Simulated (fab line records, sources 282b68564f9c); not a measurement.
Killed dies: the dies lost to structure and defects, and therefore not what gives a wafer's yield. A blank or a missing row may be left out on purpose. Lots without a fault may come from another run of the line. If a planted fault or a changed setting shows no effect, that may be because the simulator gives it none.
A struck lot beside a sound one / flow rit-cmos / 15 steps out of a route of 202
Sound: the wafers L297.3, L297.4, L297.5. Wafers L307.2, L307.4, L307.5 were the ones struck. At the end, the cause is stated.
Each step with rows lists, per side, the tool, then ch with its chambers, then its first start. Under that, the readings that differ: sound wafers / struck wafers / difference of the means / sigmas: that difference in standard deviations of wafers without a fault.
alike: words and numbers the same on both sides, and readings whose means are apart by under 2 such deviations; not compared: readings that were withheld, readings missing a value for some wafer, numbers with overlapping values and no deviation given by the record, and bounds like >300 which may hide the same value.
The two part at a step that has a row with sigmas, a row that says differs or no value, or rows on one side only. Numbers that don't overlap but have no deviation are shown without sigmas and don't part them. Lack of a reading on every wafer of one side parts them only where that side has two or more wafers.

first, 4 steps without rows for these wafers: RIT_PSD_SOFTBAKE_02 (time 60 s); RIT_PSD_EXPOSE_03 (exposes mask M10, target cd 40900 nm); RIT_PSD_PEB_04; RIT_PSD_DEVELOP_05 (develop time 50 s).
RIT_PSD_OVL_MEAS_06:
  sound on overlay-01 at day 3 22:57; struck on overlay-01 at day 6 03:54
  alike: PSD_OVL
then, 2 steps without rows for these wafers: RIT_PSD_HARDBAKE_07 (time 60 s); RIT_PSD_IMPLANT_08.
RIT_PSD_STRIP_09: strips in O2, time 180 s.
  sound on plasma-asher-01 ch 0,1, day 3 23:20; struck on plasma-asher-01 ch 0, day 6 04:24
  alike: drypump-motor-current-A
  not compared: rf-hours-counter-h
RIT_PSD_TW_MEAS_10:
  sound on film-metro-02 at day 3 23:28; struck on film-metro-04 at day 6 04:35
  alike: PSD_TW
then, 3 steps without rows for these wafers: RIT_SDANNEAL_CLEAN_00 (cleans in SC1, time 608.5 s); RIT_SDANNEAL_CLEAN_01 (cleans in dHF, time 30 s); RIT_SDANNEAL_CLEAN_02 (cleans in SC2, time 600 s).
RIT_SDANNEAL_RTA_03: time 5 s.
  sound on rtp-anneal-02 ch 0, day 3 23:56; struck on rtp-anneal-02 ch 0, day 6 05:16
  alike: wafer_temp_C_max
RIT_SDANNEAL_RS_MEAS_04: uses a four-point probe to measure.
  sound on film-metro-02 at day 4 00:01; struck on film-metro-04 at day 6 05:20
  alike: PSD_RS
RIT_M1_PROBE_99:
  only the struck wafers here have rows in the record (prober-01, day 6 13:16); the sound ones have none

## WHERE THEY PART
Only at RIT_M1_PROBE_99, as far as this record shows.

WHY: the cause the simulator had injected
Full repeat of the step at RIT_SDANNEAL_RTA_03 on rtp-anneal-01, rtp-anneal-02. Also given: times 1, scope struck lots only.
